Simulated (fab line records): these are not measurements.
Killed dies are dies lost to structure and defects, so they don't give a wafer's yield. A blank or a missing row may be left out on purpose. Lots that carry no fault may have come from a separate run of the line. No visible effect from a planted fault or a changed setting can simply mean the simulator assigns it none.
The tool behind it: which one? + flow rit_cmos + 13 lots with 39 wafers sampled at 3 steps, on a route of 202 steps

## WHAT THE GAUGES READ, wafer by wafer
RIT_SILICIDE_RS_MEAS_02: a four-point-probe measurement.
| lot  | measured    | on            | SILICIDE_TI_RS (ohm/sq) |
|------|-------------|---------------|-------------------------|
| L686 | day 3 07:30 | film_metro-01 | 46.7 47.1 46.6          |
| L687 | day 3 10:23 | film_metro-02 | 46.0 44.7 46.1          |
| L690 | day 4 00:00 | film_metro-01 | 45.6 39.0 39.1          |
| L699 | day 6 02:17 | film_metro-02 | 45.6 46.0 45.6          |
| L701 | day 6 07:43 | film_metro-02 | 46.9 46.8 46.9          |
| L702 | day 6 12:43 | film_metro-01 | 46.1 45.1 45.5          |
| L703 | day 6 22:37 | film_metro-01 | 45.3 45.8 45.3          |
| L705 | day 7 03:41 | film_metro-02 | 46.7 46.9 47.4          |
| L704 | day 7 04:25 | film_metro-02 | 44.9 46.5 45.2          |
| L706 | day 7 11:34 | film_metro-02 | 46.5 46.3 46.4          |
| L707 | day 7 23:07 | film_metro-01 | 45.8 46.9 46.8          |
| L709 | day 8 01:49 | film_metro-02 | 45.7 45.7 44.9          |
| L708 | day 8 02:03 | film_metro-01 | 44.8 45.4 45.5          |

RIT_SILICIDE_THK_MEAS_03: measures by xrf.
| lot  | measured    | on            | SILICIDE_TI_THK (nm) |
|------|-------------|---------------|----------------------|
| L686 | day 3 07:37 | film_metro-01 | 30.3 30.1 30.3       |
| L687 | day 3 10:29 | film_metro-02 | 30.9 31.6 30.8       |
| L690 | day 4 00:07 | film_metro-01 | 30.7 34.8 34.7       |
| L699 | day 6 02:24 | film_metro-02 | 31.0 30.9 31.0       |
| L701 | day 6 07:50 | film_metro-02 | 30.3 30.4 30.5       |
| L702 | day 6 12:50 | film_metro-01 | 30.5 31.2 30.8       |
| L703 | day 6 22:43 | film_metro-01 | 30.9 30.8 31.1       |
| L705 | day 7 03:47 | film_metro-02 | 30.7 30.6 30.2       |
| L704 | day 7 04:31 | film_metro-02 | 31.4 30.7 31.4       |
| L706 | day 7 11:40 | film_metro-02 | 30.6 30.7 30.8       |
| L707 | day 7 23:14 | film_metro-01 | 30.7 30.2 30.3       |
| L709 | day 8 01:56 | film_metro-02 | 31.0 31.3 31.6       |
| L708 | day 8 02:10 | film_metro-01 | 31.2 30.8 30.8       |

## WHICH TOOL RAN EACH LOT (tool, then ch and the chambers of the sampled wafers, then the start)
| lot  | RIT_SILICIDE_SPUTTER_01     |
|------|-----------------------------|
| L686 | pvd_sputter-01, day 3 07:21 |
| L687 | pvd_sputter-04, day 3 10:12 |
| L690 | pvd_sputter-04, day 3 23:51 |
| L699 | pvd_sputter-02, day 6 02:08 |
| L701 | pvd_sputter-02, day 6 07:34 |
| L702 | pvd_sputter-01, day 6 12:34 |
| L703 | pvd_sputter-04, day 6 22:26 |
| L705 | pvd_sputter-02, day 7 03:31 |
| L704 | pvd_sputter-04, day 7 04:13 |
| L706 | pvd_sputter-02, day 7 11:23 |
| L707 | pvd_sputter-01, day 7 22:58 |
| L709 | pvd_sputter-04, day 8 01:40 |
| L708 | pvd_sputter-01, day 8 01:53 |
- RIT_SILICIDE_SPUTTER_01: material Ti, target thk 30 nm, time 240 s.

## AS READ BY THE TOOLS THEMSELVES (means over the sampled wafers that have a number; for cases with no such wafer, the mark the record gives instead)
RIT_SILICIDE_SPUTTER_01.
| lot  | tool           | throttle_valve_pct (%) |
|------|----------------|------------------------|
| L686 | pvd_sputter-01 | 29.7                   |
| L687 | pvd_sputter-04 | 29.3                   |
| L690 | pvd_sputter-04 | 30.5                   |
| L699 | pvd_sputter-02 | 29.0                   |
| L701 | pvd_sputter-02 | 29.5                   |
| L702 | pvd_sputter-01 | 30.4                   |
| L703 | pvd_sputter-04 | 27.8                   |
| L705 | pvd_sputter-02 | 30.1                   |
| L704 | pvd_sputter-04 | 30.7                   |
| L706 | pvd_sputter-02 | 29.6                   |
| L707 | pvd_sputter-01 | 29.0                   |
| L709 | pvd_sputter-04 | 29.1                   |
| L708 | pvd_sputter-01 | 30.5                   |

## THE ANSWER, worked out from the rows above alone
Rule: the lots themselves supply what counts as usual. The widest of any qualifying gaps counts: lots, ordered by their means at a reading, are off when they make up no more than a third of the lots, leave a main group of 4 or more, and stand apart from it by 3 or more times the standard deviation of that group's means. A main group is skipped when, at the precision printed for the reading in the tables above, its means are all equal. A lot without any number at a reading at which 4 lots or more have one is off too. Where the step has rows for the other lots, those lots are counted as sound. Order of review: gauges by route order, followed by the tools' own readings, for which a lot's mean as printed above is used. The first step at which some lot is off is used, and at that step the reading that is off furthest; a lot without a number counts as furthest.
Off: L690, seen at RIT_SILICIDE_RS_MEAS_02 (SILICIDE_TI_RS). The main group has a mean of 46.0 ohm/sq with a standard deviation of 0.62.
A tool fits if, at a process step before that reading, it ran every lot that is off, and no sound lot after the first of them. Gauges at RIT_SILICIDE_RS_MEAS_02: tried the same way as those tools. None of those tried fits.

## WHAT HAD BEEN PUT IN BY THE SIMULATOR
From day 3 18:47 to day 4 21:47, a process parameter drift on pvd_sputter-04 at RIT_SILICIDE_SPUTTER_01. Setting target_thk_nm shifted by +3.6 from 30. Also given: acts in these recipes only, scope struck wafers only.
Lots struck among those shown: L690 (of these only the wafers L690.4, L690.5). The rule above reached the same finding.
